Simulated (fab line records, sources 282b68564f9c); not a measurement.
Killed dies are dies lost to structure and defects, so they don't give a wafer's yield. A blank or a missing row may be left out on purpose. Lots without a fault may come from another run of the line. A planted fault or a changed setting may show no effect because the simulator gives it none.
Problem report in the 8D (eight disciplines) form, filled by code | flow rit_cmos | the parts of the form that need people (team, actions taken, sign-off) are left out

1. THE PROBLEM
CONTACT_TEOS_THK at RIT_CONTACT_THK_MEAS_01 reads a mean of 149 nm on 2 wafers of 1 lot; wafers without a fault read 416 nm with a standard deviation of 5.5. That is -49 standard deviations from the usual mean.
First seen on wafer L856.1, day 6 05:44, on film_metro-01. The record holds 39 wafers of 13 lots with a number at this step. Rule for "out", or "out of limits": more than 4 standard deviations from the usual mean. The other wafers with a number count as sound.

2. WHAT IT IS AND WHAT IT IS NOT
question                    | is               | is not
which readings at this step | CONTACT_TEOS_THK | -
which lots                  | L856             | L841, L842, L843, L844, L845, L847, L851, L854, L860, L861, L863, L864
which wafers of those lots  | L856.1, L856.6   | L856.3
read on which gauges        | film_metro-01    | film_metro-03, film_metro-04
when                        | from day 6 05:44 | up to then (25 sound wafers); but 12 sound wafers of L860, L861, L863, L864 came after

3. SUSPECTS, AND WHAT RULES EACH OUT
Counting: a tool at a process step up to the reading stays a suspect if it ran every lot that is out. Sound lots after the first of them don't rule it out here, since some wafers of a struck lot are sound.
- the gauge at RIT_CONTACT_THK_MEAS_01: kept. All the wafers that are out were read on film_metro-01, and no step on other tools shows them out.
- pecvd-02 at RIT_CONTACT_CVD_00 (deposits SiO2 from TEOS, target thk 400 nm, time 63.28 s): kept. It ran the lot that is out, L856 (day 6 05:41); its last sound lot up to then is L847 (day 4 08:41).
- Within pecvd-02 at RIT_CONTACT_CVD_00: the wafers that are out ran in chamber 2; their sound lot-mates ran in chamber 1.
Left after counting: pecvd-02 at RIT_CONTACT_CVD_00, film_metro-01 at RIT_CONTACT_THK_MEAS_01.

4. THE CAUSE (what the simulator had put in)
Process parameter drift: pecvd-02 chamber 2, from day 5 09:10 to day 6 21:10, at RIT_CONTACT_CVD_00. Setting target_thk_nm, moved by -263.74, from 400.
Counting left 2 suspects, and this tool is among them.

5. THE CHAIN OF EFFECTS, in route order
Each row: a reading whose mean over the struck wafers that have a number lies more than 3 standard deviations from the usual. Only readings for which the record gives a usual standard deviation are gone through. hours: the time from each lot's start at the first step in this table that gives one to its start at this step, as a median over the lots. sigmas: the change in usual standard deviations.
hours | step                    | reading          | usual  | on struck wafers | change | sigmas
0     | RIT_CONTACT_THK_MEAS_01 | CONTACT_TEOS_THK | 416 nm | 149              | -267   | -49

6. WHAT WOULD HAVE CAUGHT IT SOONER
In this record the first reading out of limits at a measuring or inspecting step was taken at day 6 05:44, 21 hours after the fault began at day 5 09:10.
Of the tool readings at RIT_CONTACT_CVD_00 for which the record gives a usual standard deviation, none was out on any struck wafer, so an alarm limit of 4 standard deviations on them would not have fired.
All the lots that are out (1) had begun RIT_CONTACT_CVD_00 on pecvd-02 by day 6 05:44. A hold on the tool at that time would have spared none of them.
